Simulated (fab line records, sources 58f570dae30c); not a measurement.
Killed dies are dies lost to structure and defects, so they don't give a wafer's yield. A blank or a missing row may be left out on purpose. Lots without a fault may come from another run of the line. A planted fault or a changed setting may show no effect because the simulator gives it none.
Chamber matching | flow berkeley_cmos170 | UCB170_V2_CVD_00 on pecvd-04: 3 sister chambers
The step deposits SiO2 from TEOS/O2, target thk 2000 nm, time 250 s. 3 wafers are shown with their chamber, then 9 later ones without.

WAFERS WITH THEIR CHAMBER
wafer  | chamber | heater_power_w (W)
L766.4 | 1       | 299
L772.3 | 2       | 385
L772.6 | 0       | 239

WAFERS WITHOUT THEIR CHAMBER
wafer  | heater_power_w (W)
L769.3 | 292
L769.5 | 324
L769.6 | 302
L775.2 | 298
L775.3 | 382
L775.5 | 244
L782.2 | 409
L782.3 | 258
L782.4 | 307

WHICH CHAMBER EACH WENT THROUGH
wafer  | from the rows above     | in truth
L769.3 | 1                       | 1
L769.5 | 1                       | 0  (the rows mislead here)
L769.6 | 1                       | 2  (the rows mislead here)
L775.2 | 1                       | 1
L775.3 | 2                       | 2
L775.5 | 0                       | 0
L782.2 | 2                       | 2
L782.3 | can't be placed: 0 or 1 | 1
L782.4 | 1                       | 1
Placed correctly: 6 of 9. Can't be placed from these rows: 1 (the true chamber is among the candidates in 1). Placed wrongly: 2.
How it was worked out, from the rows above alone: a wafer's distance from a chamber is the root of the sum, over the readings, of the square of ((its reading less the chamber's mean) divided by the reading's scatter). The wafer belongs to the nearest chamber; if the next one is less than 2 further off, it can't be placed. A chamber's mean is the mean of its shown wafers. The scatter: with one shown wafer a chamber, the root of the mean of the squares of how far each hidden wafer lies from its nearest shown one.
